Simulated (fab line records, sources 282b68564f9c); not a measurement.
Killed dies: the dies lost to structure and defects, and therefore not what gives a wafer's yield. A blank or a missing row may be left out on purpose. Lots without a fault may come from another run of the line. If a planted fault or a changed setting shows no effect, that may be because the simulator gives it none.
Comparing a struck lot with a sound one ; flow rit-cmos ; 43 steps out of a route of 202
Sound: wafers L410.1, L410.3, L410.4. Struck: wafer L417.2 (left out: L417.1, L417.3 of the same lot, which were not struck); the cause appears at the end.
Each step with rows lists, per side, the tool, then ch with its chambers, then its first start. Under that, the readings that differ: sound wafers ; struck wafers ; difference of the means ; sigmas: that difference in standard deviations of wafers without a fault.
alike: words and numbers the same on both sides, and readings whose means are apart by under 2 such deviations; not compared: readings that were withheld, readings missing a value for some wafer, numbers with overlapping values and no deviation given by the record, and bounds like >300 which may hide the same value.
The two part at a step that has a row with sigmas, a row that says differs or no value, or rows on one side only. Non-overlapping numbers with no deviation appear without sigmas and do not part them. A reading that every wafer of one side lacks parts them only if that side has two wafers or more.

RIT_SDANNEAL_RTA_03: time 5 s.
  sound on rtp-anneal-01 ch 0, day 4 19:51; struck on rtp-anneal-02 ch 0, day 6 09:42
  alike: wafer_temp_C_max
RIT_SDANNEAL_RS_MEAS_04: measurement is done with a four-point probe.
  sound on film-metro-01 at day 4 19:55; struck on film-metro-02 at day 6 09:46
reading;sound;struck;difference;sigmas
PSD_RS (ohm/sq);116.7 116.5 116.4;115.1;-1.4;-4
RIT_SDANNEAL_RS_MEAS_05: measurement is done with a four-point probe.
  sound on film-metro-01 at day 4 20:02; struck on film-metro-02 at day 6 09:53
  alike: NSD_RS
RIT_SDANNEAL_RS_MEAS_06: measurement is done with a four-point probe.
  sound on film-metro-01 at day 4 20:09; struck on film-metro-02 at day 6 10:00
  alike: PLDD_RS
RIT_SDANNEAL_RS_MEAS_07: measurement is done with a four-point probe.
  sound on film-metro-01 at day 4 20:16; struck on film-metro-02 at day 6 10:07
  alike: NLDD_RS
then, 2 steps without rows for these wafers: RIT_SILICIDE_WET_ETCH_00 (etches SiO2 in BOE, target depth 14 nm, time 15 s); RIT_SILICIDE_SPUTTER_01 (material Ti, target thk 30 nm, time 240 s).
RIT_SILICIDE_RS_MEAS_02: measurement is done with a four-point probe.
  sound on film-metro-04 at day 4 20:33; struck on film-metro-03 at day 6 10:24
  alike: SILICIDE_TI_RS
RIT_SILICIDE_THK_MEAS_03: measures by xrf.
  sound on film-metro-04 at day 4 20:40; struck on film-metro-03 at day 6 10:31
  alike: SILICIDE_TI_THK
RIT_SILICIDE_RTA_04: time 10 s, ramp up 5 s, ramp down 5 s.
  sound on rtp-anneal-02 ch 0, day 4 20:44; struck on rtp-anneal-01 ch 0, day 6 10:35
  alike: wafer_temp_C_max
then, 1 step without rows for these wafers: RIT_SILICIDE_WET_ETCH_05 (etches Ti in SPM, time 120 s).
RIT_SILICIDE_RTA_06: time 10 s, ramp up 5 s, ramp down 10 s.
  sound on rtp-anneal-01 ch 0, day 4 20:50; struck on rtp-anneal-02 ch 0, day 6 10:41
  alike: wafer_temp_C_max
RIT_CONTACT_CVD_00: deposits SiO2 from TEOS, target thk 400 nm, time 61 s.
  sound on pecvd-01 ch 0,1, day 4 20:54; struck on pecvd-02 ch 2, day 6 10:46
  alike: heater-power-w
  not compared: since-wet-clean-h
RIT_CONTACT_THK_MEAS_01:
  sound on film-metro-04 at day 4 20:57; struck on film-metro-01 at day 6 10:49
  alike: CONTACT_TEOS_THK
then, 6 steps without rows for these wafers: RIT_CONTACT_HMDS_02 (prime time 60 s); RIT_CONTACT_COAT_03 (resist thk 987.5 nm); RIT_CONTACT_SOFTBAKE_04 (time 60 s); RIT_CONTACT_EXPOSE_05 (exposes mask M11, target cd 1000 nm); RIT_CONTACT_PEB_06; RIT_CONTACT_DEVELOP_07 (develop time 120 s).
RIT_CONTACT_CD_MEAS_08 targets a cd of 1000 nm.
  sound on cd-sem-02 at day 4 22:12; struck on cd-sem-02 at day 6 11:58
  alike: cd-nm
RIT_CONTACT_OVL_MEAS_09:
  sound on overlay-01 at day 4 22:19; struck on overlay-02 at day 6 12:05
  alike: CONTACT_OVL
then, 1 step without rows for these wafers: RIT_CONTACT_HARDBAKE_10 (time 60 s).
RIT_CONTACT_ETCH_11: etches SiO2 in CHF3/CF4/Ar, stops on TiSi2, target depth 480 nm, time 320 s.
  sound on rie-diel-03 ch 0,1, day 4 22:31; struck on rie-diel-02 ch 2, day 6 12:16
  alike: O2_flow_sccm, drypump-motor-current-A, oes-product-au, throttle-valve-pct
  not compared: rf-hours-counter-h
RIT_CONTACT_STRIP_12: strips in O2, time 180 s.
  sound on plasma-asher-04 ch 0,1, day 4 22:42; struck on plasma-asher-03 ch 0, day 6 12:28
reading;sound;struck;difference;sigmas
o2-flow-sccm (sccm);4012 3995 4004;4032;+28;+2
  alike: drypump-motor-current-A
  not compared: rf-hours-counter-h
RIT_CONTACT_CD_MEAS_90 targets a cd of 1000 nm.
  sound on cd-sem-02 at day 4 22:53; struck on cd-sem-01 at day 6 12:38
  alike: cd-nm
then, 3 steps without rows for these wafers: RIT_CONTACT_CLEAN_13 (cleans in SC1, time 600 s); RIT_CONTACT_CLEAN_14 (cleans in SC2, time 600 s); RIT_M1_SPUTTER_00 (material Al, target thk 400 nm, time 500 s).
RIT_M1_RS_MEAS_01: measurement is done with a four-point probe.
  sound on film-metro-02 at day 4 23:41; struck on film-metro-04 at day 6 13:24
  alike: M1_AL_RS
RIT_M1_THK_MEAS_02: measures by xrf.
  sound on film-metro-02 at day 4 23:48; struck on film-metro-04 at day 6 13:31
  alike: M1_AL_THK
then, 6 steps without rows for these wafers: RIT_M1_HMDS_03 (prime time 60 s); RIT_M1_COAT_04 (resist thk 1286 nm); RIT_M1_SOFTBAKE_05 (time 60 s); RIT_M1_EXPOSE_06 (exposes mask M12, target cd 2600 nm); RIT_M1_PEB_07; RIT_M1_DEVELOP_08 (develop time 68 s).
RIT_M1_CD_MEAS_09 targets a cd of 2600 nm.
  sound on cd-sem-01 at day 5 00:52; struck on cd-sem-02 at day 6 14:35
  alike: cd-nm
RIT_M1_OVL_MEAS_10:
  sound on overlay-02 at day 5 00:59; struck on overlay-02 at day 6 14:43
  alike: M1_OVL
then, 3 steps without rows for these wafers: RIT_M1_HARDBAKE_11 (time 120 s); RIT_M1_METAL_ETCH_12 (etches Al in Cl2/BCl3, stops on SiO2, time 165 s, target depth 600 nm); RIT_M1_STRIP_13 (strips in nmp, time 600 s).
RIT_M1_PROBE_99:
  sound on prober-01 at day 5 04:11; struck on prober-02 at day 6 17:17
reading;sound;struck;difference;sigmas
hold;- - -;await-dispo/4.0h/release;no value on the sound wafers;
killed-at-contacts;0 0 0;29;+29;+99 or more
killed-dies;8 6 6;37;+30;+9
killed-on-rim;0 0 0;9;+9;+6
  alike: killed_at_M0_to_M3, killed-at-front-end, killed-open, killed-short

== WHERE THEY PART ==
At RIT_SDANNEAL_RS_MEAS_04 first; at RIT_M1_PROBE_99 last (within this record only).

WHY: what the simulator had put in
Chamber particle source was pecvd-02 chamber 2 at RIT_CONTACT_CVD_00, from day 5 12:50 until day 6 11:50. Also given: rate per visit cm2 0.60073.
